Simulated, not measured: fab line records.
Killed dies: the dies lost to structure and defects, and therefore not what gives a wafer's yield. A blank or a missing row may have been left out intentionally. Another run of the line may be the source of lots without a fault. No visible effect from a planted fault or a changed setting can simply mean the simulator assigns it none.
Chamber matching || flow rit_cmos || RIT_ACTIVE_ETCH_13 on rie_diel-01 has 4 sister chambers
The step etches Si3N4 in SF6, stops on SiO2, time 210 s, target depth 210 nm. 4 wafers are shown with their chamber, then 9 later ones without.

== EACH WAFER AND ITS CHAMBER ==
{"wafer": "L316.5", "chamber": 0, "throttle_valve_pct (%)": 7.32}
{"wafer": "L321.4", "chamber": 2, "throttle_valve_pct (%)": 7.29}
{"wafer": "L326.4", "chamber": 1, "throttle_valve_pct (%)": 7.61}
{"wafer": "L326.5", "chamber": 3, "throttle_valve_pct (%)": 7.70}

== WAFERS WITH NO CHAMBER GIVEN ==
{"wafer": "L329.2", "throttle_valve_pct (%)": 7.70}
{"wafer": "L329.3", "throttle_valve_pct (%)": 7.62}
{"wafer": "L329.5", "throttle_valve_pct (%)": 7.29}
{"wafer": "L332.2", "throttle_valve_pct (%)": 7.29}
{"wafer": "L332.5", "throttle_valve_pct (%)": 7.29}
{"wafer": "L332.6", "throttle_valve_pct (%)": 7.71}
{"wafer": "L333.1", "throttle_valve_pct (%)": 7.32}
{"wafer": "L333.3", "throttle_valve_pct (%)": 7.71}
{"wafer": "L333.4", "throttle_valve_pct (%)": 7.63}

== EACH ONE'S CHAMBER ==
{"wafer": "L329.2", "from the rows above": 3, "in truth": 3}
{"wafer": "L329.3", "from the rows above": 1, "in truth": 1}
{"wafer": "L329.5", "from the rows above": 2, "in truth": 2}
{"wafer": "L332.2", "from the rows above": 2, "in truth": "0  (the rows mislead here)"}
{"wafer": "L332.5", "from the rows above": 2, "in truth": 2}
{"wafer": "L332.6", "from the rows above": 3, "in truth": 3}
{"wafer": "L333.1", "from the rows above": 0, "in truth": 0}
{"wafer": "L333.3", "from the rows above": 3, "in truth": 3}
{"wafer": "L333.4", "from the rows above": 1, "in truth": 1}
Placed correctly: 8 of 9. From these rows, 0 cannot be placed. Number placed wrongly: 1.
How it was worked out, from the rows above alone: a wafer's distance from a chamber is the root of the sum, over the readings, of the square of ((its reading less the chamber's mean) divided by the reading's scatter). If the next closest chamber is less than 2 further off than the closest, the wafer can't be placed; otherwise it belongs to the closest. A chamber's mean is the mean of its shown wafers. The scatter: root of mean squared gap, hidden wafer to nearest shown wafer, with one shown wafer a chamber.
